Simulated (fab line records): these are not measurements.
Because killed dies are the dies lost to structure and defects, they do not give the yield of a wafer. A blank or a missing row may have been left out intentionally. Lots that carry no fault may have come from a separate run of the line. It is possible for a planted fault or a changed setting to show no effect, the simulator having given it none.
Chamber matching | flow berkeleyCmos170 | cmp-01 running UCB170_V2_CMP_02: 4 sister chambers
The step polishes SiO2. 8 wafers are shown with their chamber, then 9 later ones without.

== WAFERS WITH THEIR CHAMBER ==
wafer  | chamber | motorCurrentA (A)
L242.1 | 3       | 18.4
L242.3 | 2       | 15.8
L242.4 | 1       | 17.7
L245.2 | 3       | 18.7
L245.3 | 2       | 16.1
L250.2 | 0       | 18.1
L250.5 | 1       | 17.0
L250.6 | 0       | 17.2

== WAFERS WITH NO CHAMBER GIVEN ==
wafer  | motorCurrentA (A)
L255.1 | 17.1
L255.5 | 16.4
L255.6 | 17.4
L258.2 | 15.9
L258.4 | 17.5
L258.6 | 16.4
L261.2 | 17.5
L261.3 | 15.4
L261.6 | 16.0

== CHAMBER TAKEN BY EACH ==
wafer  | from the rows above          | in truth
L255.1 | can't be placed: 1 or 0      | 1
L255.5 | can't be placed: 2 or 1 or 0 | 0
L255.6 | can't be placed: 1 or 0      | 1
L258.2 | 2                            | 2
L258.4 | can't be placed: 0 or 1      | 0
L258.6 | can't be placed: 2 or 1 or 0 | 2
L261.2 | can't be placed: 0 or 1      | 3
L261.3 | 2                            | 2
L261.6 | 2                            | 2
Placed correctly: 3 of 9. Unplaceable from these rows: 6, with the true chamber sitting among the candidates in 5. Placed wrongly: 0.
How it was worked out, from the rows above alone: a wafer's distance from a chamber is the root of the sum, over the readings, of the square of ((its reading less the chamber's mean) divided by the reading's scatter). If the next closest chamber is less than 2 further off than the closest, the wafer can't be placed; otherwise it belongs to the closest. A chamber's mean is the mean of its shown wafers. How the scatter is found: for the shown wafers, subtract from each reading the mean of its chamber, square and add these, divide the total by (wafers less chambers), then take the root.
